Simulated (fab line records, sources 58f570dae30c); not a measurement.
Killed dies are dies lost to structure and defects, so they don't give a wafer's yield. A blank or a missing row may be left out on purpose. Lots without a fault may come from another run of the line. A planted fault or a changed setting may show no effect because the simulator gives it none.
Split-lot experiment | flow berkeley_cmos170 | 5 lots, 23 wafers read, on a route of 331 steps

THE SPLIT
At UCB170_NSD_IMPLANT_08, the setting dose_cm2 was moved away from the recipe's 3e+15 on 10 of the 23 wafers read, by -5.9% to +6.8%. The other wafers ran this setting at the recipe's value.

FROM THE SPLIT TO THE READING: what the file shows between them, 3 steps
- UCB170_NSD_STRIP_09: strips in O2
- UCB170_NSD_CLEAN_11: cleans in SPM, time 600 s
- UCB170_SDANNEAL_RTA_01: time 5 s

THE READING
NSD_RS, in ohm/sq, at UCB170_SDANNEAL_RS_MEAS_03 (measures by four-point-probe). Fault-free wafers of this fab line usually give 37.26 ohm/sq, standard deviation 0.11 ohm/sq.

wafer  | tool, chamber at the split | dose_cm2 as run | against the recipe | NSD_RS, ohm/sq | against lot-mates on the recipe
L074.1 | implanter-04, 0            | 3.203e+15       | +6.8%              | 36.12          | -1.15
L074.3 | implanter-04, 0            | 3e+15           | recipe             | 37.29          | -
L074.4 | implanter-04, 0            | 3e+15           | recipe             | 37.27          | -
L074.5 | implanter-04, 0            | 3e+15           | recipe             | 37.25          | -
L074.6 | implanter-04, 0            | 3.203e+15       | +6.8%              | 36.20          | -1.07
L077.1 | implanter-04, 0            | 2.822e+15       | -5.9%              | 38.41          | +1.22
L077.2 | implanter-04, 0            | 3e+15           | recipe             | 37.24          | -
L077.3 | implanter-04, 0            | 2.822e+15       | -5.9%              | 38.47          | +1.28
L077.4 | implanter-04, 0            | 3e+15           | recipe             | 37.17          | -
L077.6 | implanter-04, 0            | 3e+15           | recipe             | 37.16          | -
L078.1 | implanter-04, 0            | 2.829e+15       | -5.7%              | 38.15          | +0.91
L078.3 | implanter-04, 0            | 3e+15           | recipe             | 37.22          | -
L078.4 | implanter-04, 0            | 3e+15           | recipe             | 37.26          | -
L078.5 | implanter-04, 0            | 2.829e+15       | -5.7%              | 38.18          | +0.94
L078.6 | implanter-04, 0            | 2.829e+15       | -5.7%              | 38.16          | +0.92
L084.1 | implanter-01, 0            | 3e+15           | recipe             | 37.17          | -
L084.2 | implanter-01, 0            | 3.171e+15       | +5.7%              | 36.17          | -0.98
L084.3 | implanter-01, 0            | 3.171e+15       | +5.7%              | 36.41          | -0.75
L084.4 | implanter-01, 0            | 3.171e+15       | +5.7%              | 36.27          | -0.88
L084.5 | implanter-01, 0            | 3e+15           | recipe             | 37.14          | -
L085.1 | implanter-02, 0            | 3e+15           | recipe             | 37.44          | -
L085.3 | implanter-02, 0            | 3e+15           | recipe             | 37.32          | -
L085.4 | implanter-02, 0            | 3e+15           | recipe             | 37.36          | -

THE FIT
A straight line over all 23 wafers: NSD_RS changes by -0.171 ohm/sq for each +1% of dose_cm2; r = -0.99; the points scatter about the line by 0.098 ohm/sq.
The same after taking each lot's own level away (the mean of its wafers on the recipe; 23 wafers): -0.17 ohm/sq for each +1%; r = -0.99; scatter 0.093 ohm/sq.
On that fit, the largest move of dose_cm2 shifts the reading by 1.1 ohm/sq.
The lots' own levels span 37.155 to 37.373 ohm/sq, that is 2.0 times the standard deviation above.
So the lot-to-lot level changes the slope little: the two slopes agree.
Check: with one of the wafers moved furthest among these (+6.8%) left out of the fit, the line predicts -1.11 ohm/sq for it against its lot-mates. It came out at -1.15 ohm/sq against them.

OTHER SPLITS ON THESE WAFERS
These wafers also went through other splits before the reading. Each is held against what the fit with the lots' levels taken away leaves over:
other split on the same wafers         | wafers away from the commonest value | r with NSD_RS (lot level and that fit taken away)
UCB170_ZERO_STRIP_07 o2_flow_sccm      | 5                                    | +0.11
UCB170_PWELL_CVD_05 time_s             | 15                                   | -0.18
UCB170_PWELL_DEVELOP_12 dev_temp_c     | 11                                   | +0.19
UCB170_WELLDRIVE_OXIDATION_01 temp_c   | 10                                   | +0.07
UCB170_ACTIVE_CVD_05 sih2cl2_flow_sccm | 15                                   | +0.07
UCB170_PFIELD_IMPLANT_07 energy_kev    | 8                                    | +0.29
UCB170_SACOX_OXIDATION_01 ox_time_s    | 10                                   | -0.13
UCB170_NLDD_IMPLANT_09 dose_cm2        | 9                                    | +0.09
UCB170_NSD_COAT_01 resist_thk_nm       | 11                                   | +0.03

THE WHOLE CHAIN: every reading that the file lists as answering this split, in the file's order
step                       | what it does                 | reading                  | change (the file's fit)                                                                | r (the file's)
UCB170_SDANNEAL_RS_MEAS_03 | measures by four-point-probe | NSD_RS                   | -0.172 for each +1% of the setting                                                     | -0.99
UCB170_NSD_STRIP_09        | strips in O2                 | strip_time_to_endpoint_s | withheld for each +1% of the setting, in a fit together with resist_thk_nm@NSD_COAT_01 | 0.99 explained

THE FILE'S OWN FIT
NSD_RS changes by -0.172 ohm/sq for each +1% of dose_cm2, r = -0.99.
